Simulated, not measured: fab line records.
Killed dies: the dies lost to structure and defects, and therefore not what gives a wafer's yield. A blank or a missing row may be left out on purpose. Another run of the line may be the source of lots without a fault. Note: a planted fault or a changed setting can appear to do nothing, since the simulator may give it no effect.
Struck lot and sound lot, side by side | flow berkeleyCmos170 | 44 steps out of a route of 331
Sound: the wafers L468.3, L468.4, L468.5. Wafers struck: L474.4, L474.5, L474.6. The cause is given at the end.
Order at every step that has rows: each side's tool, ch and its chambers, its first start. Under that, the readings that differ: sound wafers | struck wafers | difference of the means | sigmas: that difference in standard deviations of wafers without a fault.
alike: readings with means less than 2 such deviations apart, plus words and numbers identical on both sides. not compared: withheld readings, readings lacking a value on some wafer, bounds such as >300 that could conceal the same value, and numbers that have no deviation in the record and whose values overlap.
A row with sigmas, a row that says differs or no value, or rows on one side alone: a step with any of these is where the two part. When numbers do not overlap yet have no deviation, they are printed without sigmas and do not part them. A reading missing from all wafers of one side parts the sides only when that side holds two or more wafers.

UCB170_GATE_STRIP_16: strips in O2.
  sound on plasmaAsher-04 ch 0,1, day 7 00:06; struck on plasmaAsher-02 ch 0,1, day 8 08:47
  alike: drypumpMotorCurrentA, oesProductAu
  not compared: rfHoursCounterH
UCB170_GATE_CD_MEAS_90 targets a cd of 350 nm.
  sound on cdSem-01, day 7 00:13; struck on cdSem-01, day 8 08:55
  alike: cdNm
then, 7 steps without rows for these wafers: UCB170_GATE_CLEAN_17 (cleans in SPM, time 600 s); UCB170_PLDD_HMDS_00 (prime time 60 s); UCB170_PLDD_COAT_01 (resist thk 900 nm); UCB170_PLDD_SOFTBAKE_02 (time 60 s); UCB170_PLDD_EXPOSE_03 (exposes mask PSELECT, target cd 1200 nm); UCB170_PLDD_PEB_04; UCB170_PLDD_DEVELOP_05 (develop time 45 s).
UCB170_PLDD_CD_MEAS_06 targets a cd of 1200 nm.
  sound on cdSem-02, day 7 01:56; struck on cdSem-01, day 8 11:28
  alike: cdNm
UCB170_PLDD_OVL_MEAS_07:
  sound on overlay-01, day 7 02:01; struck on overlay-01, day 8 11:33
  alike: PLDD_OVL
after that, 1 step had no rows for these wafers: UCB170_PLDD_IMPLANT_08.
UCB170_PLDD_IMPLANT_09:
  sound on implanter-04 ch 0, day 7 02:15; struck on implanter-01 ch 0, day 8 11:47
reading     | sound                     | struck                        | difference | sigmas
doseIonsCm2 | 5e+13 4.998e+13 5.003e+13 | 4.712e+13 4.711e+13 4.715e+13 | -2.877e+12 | -51
  alike: beamEnergyKeV, beamOnS
UCB170_PLDD_STRIP_10: strips in O2.
  sound on plasmaAsher-01 ch 0,1, day 7 02:23; struck on plasmaAsher-03 ch 0,1, day 8 11:54
reading                  | sound             | struck            | difference | sigmas
drypumpMotorCurrentA (A) | 6.3 6.1 6.3       | 5.2 5.2 5.2       | -1.0       | -2
stripTimeToEndpointS (s) | 21.57 21.55 21.53 | 21.75 21.70 21.68 | +0.16      | +2
  alike: oesProductAu
  not compared: rfHoursCounterH
UCB170_PLDD_TW_MEAS_11:
  sound on filmMetro-02, day 7 02:28; struck on filmMetro-03, day 8 11:59
reading | sound          | struck         | difference | sigmas
PLDD_TW | 1022 1020 1029 | 1002 1003 1002 | -21        | -3
then, 7 steps without rows for these wafers: UCB170_PLDD_CLEAN_12 (cleans in SPM, time 600 s); UCB170_NLDD_HMDS_00 (prime time 60 s); UCB170_NLDD_COAT_01 (resist thk 900 nm); UCB170_NLDD_SOFTBAKE_02 (time 60 s); UCB170_NLDD_EXPOSE_03 (exposes mask NSELECT, target cd 1200 nm); UCB170_NLDD_PEB_04; UCB170_NLDD_DEVELOP_05 (develop time 45 s).
UCB170_NLDD_CD_MEAS_06 targets a cd of 1200 nm.
  sound on cdSem-02, day 7 04:11; struck on cdSem-02, day 8 13:14
  alike: cdNm
UCB170_NLDD_OVL_MEAS_07:
  sound on overlay-02, day 7 04:16; struck on overlay-01, day 8 13:18
reading       | sound | struck   | difference | sigmas
NLDD_OVL (nm) | 4 8 6 | -8 -8 -7 | -14        | -3
then, 2 steps without rows for these wafers: UCB170_NLDD_IMPLANT_08; UCB170_NLDD_IMPLANT_09.
UCB170_NLDD_STRIP_10: strips in O2.
  sound on plasmaAsher-02 ch 0,1, day 7 04:38; struck on plasmaAsher-03 ch 0,1, day 8 13:39
  alike: drypumpMotorCurrentA, oesProductAu, stripTimeToEndpointS
  not compared: rfHoursCounterH
UCB170_NLDD_TW_MEAS_11:
  sound on filmMetro-03, day 7 04:43; struck on filmMetro-01, day 8 13:45
  alike: NLDD_TW
then, 1 step without rows for these wafers: UCB170_NLDD_CLEAN_12 (cleans in SPM, time 600 s).
UCB170_SPACER_CVD_00: deposits SiO2 from TEOS/O2, target thk 376 nm, time 47 s.
  sound on pecvd-02 ch 1,2, day 7 05:13; struck on pecvd-03 ch 0,1,2, day 8 13:59
  alike: heaterPowerW
UCB170_SPACER_THK_MEAS_01:
  sound on filmMetro-04, day 7 05:17; struck on filmMetro-04, day 8 14:04
reading              | sound       | struck      | difference | sigmas
SPACER_TEOS_THK (nm) | 366 374 371 | 382 378 378 | +9         | +2
then, 1 step without rows for these wafers: UCB170_SPACER_ANNEAL_02 (time 1800 s).
UCB170_SPACER_ETCHBACK_03: etches SiO2 in CHF3/CF4/Ar, stops on Si, target depth 376 nm, time 100 s.
  sound on rieDiel-01 ch 0,2,3, day 7 07:34; struck on rieDiel-02 ch 0,1, day 8 19:38
reading             | sound             | struck            | difference | sigmas
oesProductAu (a.u.) | 0.875 0.895 0.886 | 0.921 0.907 0.894 | +0.022     | +2
  alike: CHF3_flow_sccm, drypumpMotorCurrentA, mfcArSccm, throttleValvePct
  not compared: rfHoursCounterH
then, 6 steps without rows for these wafers: UCB170_PSD_HMDS_00 (prime time 60 s); UCB170_PSD_COAT_01 (resist thk 900 nm); UCB170_PSD_SOFTBAKE_02 (time 60 s); UCB170_PSD_EXPOSE_03 (exposes mask PSELECT MOD, target cd 1200 nm); UCB170_PSD_PEB_04; UCB170_PSD_DEVELOP_05 (develop time 45 s).
UCB170_PSD_CD_MEAS_06 targets a cd of 1200 nm.
  sound on cdSem-02, day 7 09:42; struck on cdSem-02, day 8 20:44
  alike: cdNm
UCB170_PSD_OVL_MEAS_07:
  sound on overlay-01, day 7 09:47; struck on overlay-02, day 8 20:49
  alike: PSD_OVL
after that, 1 step had no rows for these wafers: UCB170_PSD_IMPLANT_08.
UCB170_SDANNEAL_RS_MEAS_04: the measuring method here is four-point-probe.
  sound on filmMetro-01, day 7 13:56; struck on filmMetro-01, day 9 00:09
reading          | sound                | struck               | difference | sigmas
PLDD_RS (ohm/sq) | 1030.8 1033.1 1032.7 | 1055.3 1052.2 1053.6 | +21.5      | +7
after that, 1 step had no rows for these wafers: UCB170_M3_PROBE_99.

WHERE THEY PART
Last at UCB170_SDANNEAL_RS_MEAS_04 as far as this record goes, first at UCB170_PLDD_IMPLANT_09.

WHY: the cause the simulator had injected
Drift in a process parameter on implanter-01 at UCB170_PLDD_IMPLANT_09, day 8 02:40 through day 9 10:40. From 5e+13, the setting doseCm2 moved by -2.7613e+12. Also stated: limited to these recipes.
